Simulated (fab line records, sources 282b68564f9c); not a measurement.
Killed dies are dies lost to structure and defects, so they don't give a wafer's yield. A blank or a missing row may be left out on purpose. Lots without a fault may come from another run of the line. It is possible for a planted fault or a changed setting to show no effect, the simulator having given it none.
Shared-tool check + flow rit-cmos + Sample size 15 lots and 45 wafers

## WHY IT WAS OPENED
RIT_PLDD_TW_MEAS_10, reading PLDD_TW: flagged on 3 of 15 lots. Wafers without a fault read 2337, standard deviation 10.
Rule: a lot gets a flag if all its wafers with a number sit over 4 standard deviations from that mean, or if no wafer of it has a number. The rest of the lots are taken to be sound.

| lot  | measured    | on            | PLDD_TW, wafer by wafer | flag    |
|------|-------------|---------------|-------------------------|---------|
| L803 | day 3 22:02 | film-metro-03 | 2322 2324 2334          |         |
| L804 | day 4 01:43 | film-metro-03 | 2336 2345 2343          |         |
| L805 | day 4 08:56 | film-metro-02 | 2317 2317 2311          |         |
| L806 | day 4 15:44 | film-metro-03 | 2340 2348 2333          |         |
| L808 | day 4 22:36 | film-metro-01 | 2328 2336 2342          |         |
| L809 | day 5 04:18 | film-metro-01 | 2338 2326 2339          |         |
| L811 | day 5 13:10 | film-metro-02 | 2342 2331 2338          |         |
| L812 | day 5 15:38 | film-metro-03 | 2335 2340 2335          |         |
| L813 | day 5 22:31 | film-metro-02 | 2345 2347 2349          |         |
| L814 | day 6 04:32 | film-metro-02 | 2345 2347 2341          |         |
| L817 | day 6 19:32 | film-metro-03 | 2353 2339 2333          |         |
| L818 | day 6 20:33 | film-metro-01 | 2202 2213 2215          | FLAGGED |
| L820 | day 7 08:40 | film-metro-03 | 2225 2221 2206          | FLAGGED |
| L821 | day 7 10:49 | film-metro-02 | 2207 2218 2210          | FLAGGED |
| L822 | day 7 19:36 | film-metro-02 | 2334 2345 2346          |         |
On average the flagged lots' numbers are 2213, which is -124 against the usual, or -12 standard deviations.

## EACH LOT AND THE TOOL IT RAN ON
The record holds 1 process step before the reading, out of a route of 202 steps. In each cell: the tool, then ch and the chambers that the sampled wafers went through, then the start.
| lot  | flag    | RIT_PLDD_IMPLANT_08            |
|------|---------|--------------------------------|
| L803 |         | implanter-03 ch 0, day 3 21:43 |
| L804 |         | implanter-04 ch 0, day 4 01:23 |
| L805 |         | implanter-04 ch 0, day 4 08:38 |
| L806 |         | implanter-04 ch 0, day 4 15:27 |
| L808 |         | implanter-04 ch 0, day 4 22:10 |
| L809 |         | implanter-04 ch 0, day 5 03:59 |
| L811 |         | implanter-03 ch 0, day 5 12:52 |
| L812 |         | implanter-03 ch 0, day 5 15:20 |
| L813 |         | implanter-03 ch 0, day 5 22:12 |
| L814 |         | implanter-03 ch 0, day 6 04:13 |
| L817 |         | implanter-01 ch 0, day 6 19:14 |
| L818 | FLAGGED | implanter-03 ch 0, day 6 20:13 |
| L820 | FLAGGED | implanter-03 ch 0, day 7 08:21 |
| L821 | FLAGGED | implanter-03 ch 0, day 7 10:29 |
| L822 |         | implanter-04 ch 0, day 7 19:17 |
What these steps do:
- RIT_PLDD_IMPLANT_08
- RIT_PLDD_TW_MEAS_10

## FLAGGED OVER TOTAL, TOOL BY TOOL (the gauges that took the reading come last)
| step                | tool          | lots run | flagged | share of the flagged lots | sound lots run after its first flagged lot |
|---------------------|---------------|----------|---------|---------------------------|--------------------------------------------|
| RIT_PLDD_IMPLANT_08 | implanter-01  | 1        | 0       | none                      | -                                          |
| RIT_PLDD_IMPLANT_08 | implanter-03  | 8        | 3       | all                       | 0                                          |
| RIT_PLDD_IMPLANT_08 | implanter-04  | 6        | 0       | none                      | -                                          |
| RIT_PLDD_TW_MEAS_10 | film-metro-01 | 3        | 1       | some                      | 0                                          |
| RIT_PLDD_TW_MEAS_10 | film-metro-02 | 6        | 1       | some                      | 1 (L822)                                   |
| RIT_PLDD_TW_MEAS_10 | film-metro-03 | 6        | 1       | some                      | 0                                          |

## THE TABLE: WHAT IT ALLOWS
In the table, 1 row covers all flagged lots: implanter-03 at RIT_PLDD_IMPLANT_08.
- implanter-03 at RIT_PLDD_IMPLANT_08 ran 8 lots, 3 of them flagged. Its last sound lot is L814 (day 6 04:13), its first flagged lot L818 (day 6 20:13): a fault that began between those two fits. Its own readings lie more than 4 standard deviations out on every wafer of the flagged lots: beam-energy-keV.
Just one tool remains: implanter-03 at RIT_PLDD_IMPLANT_08.

## WHAT THE SIMULATOR HAD INSERTED
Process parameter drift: implanter-03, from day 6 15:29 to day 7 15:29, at RIT_PLDD_IMPLANT_08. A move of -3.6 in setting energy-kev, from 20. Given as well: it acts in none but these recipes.
Lots struck among those shown: L818, L820, L821. The same result came from the rule above.
